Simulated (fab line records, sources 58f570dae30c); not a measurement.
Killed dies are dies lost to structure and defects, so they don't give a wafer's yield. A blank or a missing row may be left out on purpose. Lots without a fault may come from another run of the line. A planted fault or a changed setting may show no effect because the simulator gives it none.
Tool commonality check | flow berkeley_cmos170 | 15 lots, 45 wafers sampled

WHY IT WAS OPENED
At UCB170_NWELL_THK_MEAS_05 the reading NWELL_NITRIDE_THK is flagged on 3 of 15 lots. Wafers without a fault read 223.2 nm, standard deviation 2.
Rule: a lot is flagged when every wafer of it that has a number lies more than 4 standard deviations from that mean, or none has a number. The other lots count as sound.

lot  | measured    | on            | NWELL_NITRIDE_THK (nm), wafer by wafer | flag
L940 | day 2 09:36 | film_metro-03 | 222.3 222.6 224.6                      |
L941 | day 2 22:03 | film_metro-03 | 226.1 225.2 225.1                      |
L942 | day 3 00:08 | film_metro-03 | 444.6 446.2 445.7                      | FLAGGED
L943 | day 3 00:10 | film_metro-03 | 449.0 448.1 449.6                      | FLAGGED
L946 | day 3 17:11 | film_metro-02 | 221.6 220.5 220.0                      |
L947 | day 4 03:50 | film_metro-02 | 225.3 221.5 223.4                      |
L951 | day 4 23:00 | film_metro-02 | 444.7 447.1 446.8                      | FLAGGED
L953 | day 5 09:30 | film_metro-02 | 222.9 223.0 221.2                      |
L956 | day 5 16:59 | film_metro-03 | 223.3 222.8 224.2                      |
L957 | day 6 02:32 | film_metro-03 | 222.7 222.3 222.9                      |
L958 | day 6 10:04 | film_metro-03 | 221.2 221.8 219.3                      |
L959 | day 6 10:05 | film_metro-01 | 222.1 223.2 221.7                      |
L960 | day 6 10:07 | film_metro-02 | 221.4 220.7 221.4                      |
L962 | day 6 20:41 | film_metro-02 | 223.7 222.5 221.2                      |
L963 | day 7 06:32 | film_metro-03 | 223.9 224.3 223.9                      |
The numbers of the flagged lots are 446.9 nm on average: +223.7 nm against the usual, or +99 or more standard deviations.

WHICH TOOL RAN EACH LOT
The record holds 1 process step before the reading, out of a route of 331 steps. In each cell: the tool, then ch and the chambers that the sampled wafers went through, then the start.
lot  | flag    | UCB170_NWELL_CVD_04
L940 |         | lpcvd-02 ch 1, day 2 07:39
L941 |         | lpcvd-01 ch 1, day 2 20:07
L942 | FLAGGED | lpcvd-01 ch 0, day 2 20:07
L943 | FLAGGED | lpcvd-01 ch 1, day 2 20:07
L946 |         | lpcvd-02 ch 1, day 3 15:14
L947 |         | lpcvd-02 ch 0, day 4 01:54
L951 | FLAGGED | lpcvd-01 ch 0, day 4 17:47 and lpcvd-02 ch 0, day 4 21:04
L953 |         | lpcvd-02 ch 0, day 5 07:34
L956 |         | lpcvd-02 ch 0, day 5 15:02
L957 |         | lpcvd-02 ch 0, day 6 00:35
L958 |         | lpcvd-02 ch 1, day 6 08:08
L959 |         | lpcvd-02 ch 1, day 6 08:08
L960 |         | lpcvd-02 ch 0, day 6 08:08
L962 |         | lpcvd-02 ch 1, day 6 18:46
L963 |         | lpcvd-02 ch 1, day 7 04:35
What these steps do:
- UCB170_NWELL_CVD_04: deposits Si3N4 from SiH2Cl2/NH3, target thk 224 nm, time 3360 s.
- UCB170_NWELL_THK_MEAS_05

FLAGGED OVER TOTAL, TOOL BY TOOL (the gauges that took the reading come last)
step                     | tool          | lots run | flagged | share of the flagged lots | sound lots run after its first flagged lot
UCB170_NWELL_CVD_04      | lpcvd-01      | 4        | 3       | all                       | 0
UCB170_NWELL_CVD_04      | lpcvd-02      | 12       | 1       | some                      | 8 (L953,L956,L957,L958,L959,L960,L962,L963)
UCB170_NWELL_THK_MEAS_05 | film_metro-01 | 1        | 0       | none                      | -
UCB170_NWELL_THK_MEAS_05 | film_metro-02 | 6        | 1       | some                      | 3 (L953,L960,L962)
UCB170_NWELL_THK_MEAS_05 | film_metro-03 | 8        | 2       | some                      | 4 (L956,L957,L958,L963)

WHAT THE TABLE ALLOWS
1 row of the table ran every flagged lot: lpcvd-01 at UCB170_NWELL_CVD_04.
- lpcvd-01 at UCB170_NWELL_CVD_04: 3 of its 4 lots flagged. Its last sound lot is L941 (day 2 20:07), its first flagged lot L942 (day 2 20:07): a fault that began between those two fits.
One tool is left: lpcvd-01 at UCB170_NWELL_CVD_04.

WHAT THE SIMULATOR HAD PUT IN
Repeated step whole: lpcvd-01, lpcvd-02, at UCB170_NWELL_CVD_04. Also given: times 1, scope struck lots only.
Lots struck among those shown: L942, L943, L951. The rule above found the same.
